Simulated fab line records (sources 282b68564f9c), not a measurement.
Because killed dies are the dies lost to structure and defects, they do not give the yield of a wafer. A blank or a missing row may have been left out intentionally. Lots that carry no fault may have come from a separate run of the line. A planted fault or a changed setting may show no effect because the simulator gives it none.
Which tool was responsible? | flow ritCmos | 7 lots with 21 wafers sampled at 2 steps, on a route of 202 steps

WHAT EACH GAUGE READ, for each wafer
RIT_PRETRO_TW_MEAS_10.
lot  | measured    | on           | PRETRO_TW
L170 | day 3 04:08 | filmMetro-02 | 477 478 481
L172 | day 3 12:46 | filmMetro-01 | 468 467 471
L177 | day 4 14:27 | filmMetro-02 | 480 480 476
L179 | day 5 04:20 | filmMetro-02 | 476 479 477
L181 | day 5 11:19 | filmMetro-03 | 479 477 477
L183 | day 6 00:49 | filmMetro-02 | 421 423 423
L187 | day 6 15:18 | filmMetro-02 | 420 422 422

WHAT TOOL EACH LOT RAN ON (gives the tool, then ch and the chambers of the sampled wafers, and finally the start)
lot  | RIT_PRETRO_IMPLANT_08
L170 | implanter-02 ch 0, day 3 03:49
L172 | implanter-03 ch 0, day 3 12:27
L177 | implanter-01 ch 0, day 4 14:09
L179 | implanter-03 ch 0, day 5 04:00
L181 | implanter-02 ch 0, day 5 11:00
L183 | implanter-02 ch 0, day 6 00:30
L187 | implanter-02 ch 0, day 6 14:52
- RIT_PRETRO_IMPLANT_08

THE ANSWER, worked out from the rows above alone
Rule: usual is defined by the lots themselves. Put in order of their means at a reading, lots are off if they are a third of the lots or fewer, leave a main group of 4 or more, and stand apart from it by a gap of 3 or more times the standard deviation of the main group's means; of several such gaps the widest counts. The tables above print the reading to a certain number of digits; a main group whose means all agree to those digits is not used. Also off: a lot with no number at a reading for which 4 or more lots have one. Where the step has rows for the other lots, those lots are counted as sound.
Off: L183, L187, at RIT_PRETRO_TW_MEAS_10 (PRETRO_TW). The main group: mean 476, standard deviation 3.8.
If a tool, at a process step before that reading, ran all the lots that are off and no sound lot after the first of them, it fits. The gauges at RIT_PRETRO_TW_MEAS_10 are tried like those tools. 2 tools fit, implanter-02 at RIT_PRETRO_IMPLANT_08 and filmMetro-02 at RIT_PRETRO_TW_MEAS_10, so this cannot tell which one it is.

WHAT HAD BEEN PUT IN BY THE SIMULATOR
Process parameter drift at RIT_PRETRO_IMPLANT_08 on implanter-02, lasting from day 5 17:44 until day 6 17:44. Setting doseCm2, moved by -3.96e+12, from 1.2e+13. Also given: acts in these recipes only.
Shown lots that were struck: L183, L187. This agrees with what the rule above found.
